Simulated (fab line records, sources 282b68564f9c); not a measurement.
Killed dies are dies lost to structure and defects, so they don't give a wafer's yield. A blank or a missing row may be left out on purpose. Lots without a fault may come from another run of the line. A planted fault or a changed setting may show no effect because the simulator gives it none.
Which tool did it? | flow rit_cmos | 6 lots, 18 wafers sampled, at 3 steps of a route of 202

WHAT THE GAUGES READ, wafer by wafer
RIT_CONTACT_OVL_MEAS_09.
lot  | measured    | on         | CONTACT_OVL (nm)
L116 | day 3 13:05 | overlay-02 | 0.9 0.5 1.8
L127 | day 5 16:46 | overlay-01 | 0.4 -0.3 -0.2
L130 | day 6 07:20 | overlay-02 | 2.7 -0.1 -0.3
L132 | day 6 17:25 | overlay-01 | -0.2 -3.0 -0.7
L134 | day 7 02:01 | overlay-01 | -1.1 0.0 -0.3
L137 | day 7 17:26 | overlay-01 | 0.4 2.2 0.8

WHICH TOOL RAN EACH LOT (tool, then ch and the chambers of the sampled wafers, then the start)
lot  | RIT_PSD_STRIP_09                    | RIT_SILICIDE_RTA_04
L116 | plasma_asher-04 ch 0,1, day 3 09:55 | rtp_anneal-02 ch 0, day 3 11:35
L127 | plasma_asher-04 ch 0, day 5 13:49   | rtp_anneal-01 ch 0, day 5 15:19
L130 | plasma_asher-04 ch 0,1, day 6 04:27 | rtp_anneal-01 ch 0, day 6 05:58
L132 | plasma_asher-04 ch 0,1, day 6 14:25 | rtp_anneal-01 ch 0, day 6 15:55
L134 | plasma_asher-04 ch 0,1, day 6 23:01 | rtp_anneal-01 ch 0, day 7 00:29
L137 | plasma_asher-03 ch 0,1, day 7 14:31 | rtp_anneal-02 ch 0, day 7 16:01
- RIT_PSD_STRIP_09: strips in O2, time 180 s.
- RIT_SILICIDE_RTA_04: time 9.618 s, ramp up 5 s, ramp down 5 s.

THE ANSWER, worked out from the rows above alone
Rule: what is usual is taken from the lots themselves. Put in order of their means at a reading, lots are off if they are a third of the lots or fewer, leave a main group of 4 or more, and stand apart from it by a gap of 3 or more times the standard deviation of the main group's means; of several such gaps the widest counts. A main group whose means are all the same, to the digits that the tables above print for the reading, isn't used. A lot without any number at a reading at which 4 lots or more have one is off too. The other lots that the step has rows for count as sound.
No lot is off at any reading shown: from this, nothing can be told.

WHAT THE SIMULATOR HAD PUT IN
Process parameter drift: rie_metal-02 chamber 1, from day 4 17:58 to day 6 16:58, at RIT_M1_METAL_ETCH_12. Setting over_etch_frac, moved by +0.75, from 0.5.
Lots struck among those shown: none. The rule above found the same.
